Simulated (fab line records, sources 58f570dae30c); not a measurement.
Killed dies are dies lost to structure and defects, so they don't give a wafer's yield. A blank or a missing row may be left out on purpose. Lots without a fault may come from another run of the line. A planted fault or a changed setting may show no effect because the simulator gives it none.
A struck lot beside a sound one | flow berkeley_cmos170 | 14 steps out of a route of 331
Sound: wafers L551.2, L551.3, L551.6. Struck: wafers L548.1, L548.2, L548.5. The cause comes at the end.
At each step with rows: each side's tool, then ch and its chambers, then its first start. Under that, the readings that differ: sound wafers | struck wafers | difference of the means | sigmas: that difference in standard deviations of wafers without a fault.
alike: readings whose means differ by less than 2 such deviations, and words and numbers that are the same on both sides. not compared: withheld readings, readings that some wafer has no value for, bounds like >300 that may hide the same value, and numbers for which the record gives no deviation and whose values overlap.
The two part at a step that has a row with sigmas, a row that says differs or no value, or rows on one side only. Numbers that don't overlap but have no deviation are shown without sigmas and don't part them. A reading that every wafer of one side lacks parts them only if that side has two wafers or more.

UCB170_FIELD_THK_MEAS_90:
  sound on film_metro-03, day 8 10:43; struck on film_metro-04, day 7 13:22
  alike: FIELD_OXIDE_LEFT_1_THK
then, 2 steps without rows for these wafers: UCB170_SACOX_CLEAN_00 (cleans in dHF, time 7.5 s); UCB170_SACOX_OXIDATION_01 (target thk 14.4 nm, ox time 2400 s).
UCB170_SACOX_THK_MEAS_02:
  sound on film_metro-01, day 8 13:59; struck on film_metro-03, day 7 16:46
  alike: SACOX_OXIDE_THK
then, 2 steps without rows for these wafers: UCB170_SCREENOX_WET_ETCH_00 (etches SiO2 in dHF, time 200 s); UCB170_SCREENOX_OXIDATION_01 (target thk 14.4 nm, ox time 2400 s).
UCB170_SCREENOX_THK_MEAS_02:
  sound on film_metro-02, day 8 17:48; struck on film_metro-04, day 7 19:39
  alike: SCREENOX_OXIDE_THK
then, 5 steps without rows for these wafers: UCB170_SCREENOX_ANNEAL_03 (time 900 s); UCB170_NVT_HMDS_00 (prime time 60 s); UCB170_NVT_COAT_01 (resist thk 900 nm); UCB170_NVT_SOFTBAKE_02 (time 60 s); UCB170_NVT_EXPOSE_03 (exposes mask PWELL, target cd 3000 nm).
UCB170_NVT_PEB_04:
  sound on litho_track-04 ch 0, day 8 22:00; struck on litho_track-02, day 8 00:28
  no value came back on the struck wafers for chill_plate_temp_C (C), exhaust_pa (Pa); on the sound wafers chill_plate_temp_C (C) reads 23.03 23.15 22.99
then, 1 step without rows for these wafers: UCB170_NVT_DEVELOP_05 (develop time 45 s).

WHERE THEY PART
Only at UCB170_NVT_PEB_04, within this record.

WHY: what the simulator had put in
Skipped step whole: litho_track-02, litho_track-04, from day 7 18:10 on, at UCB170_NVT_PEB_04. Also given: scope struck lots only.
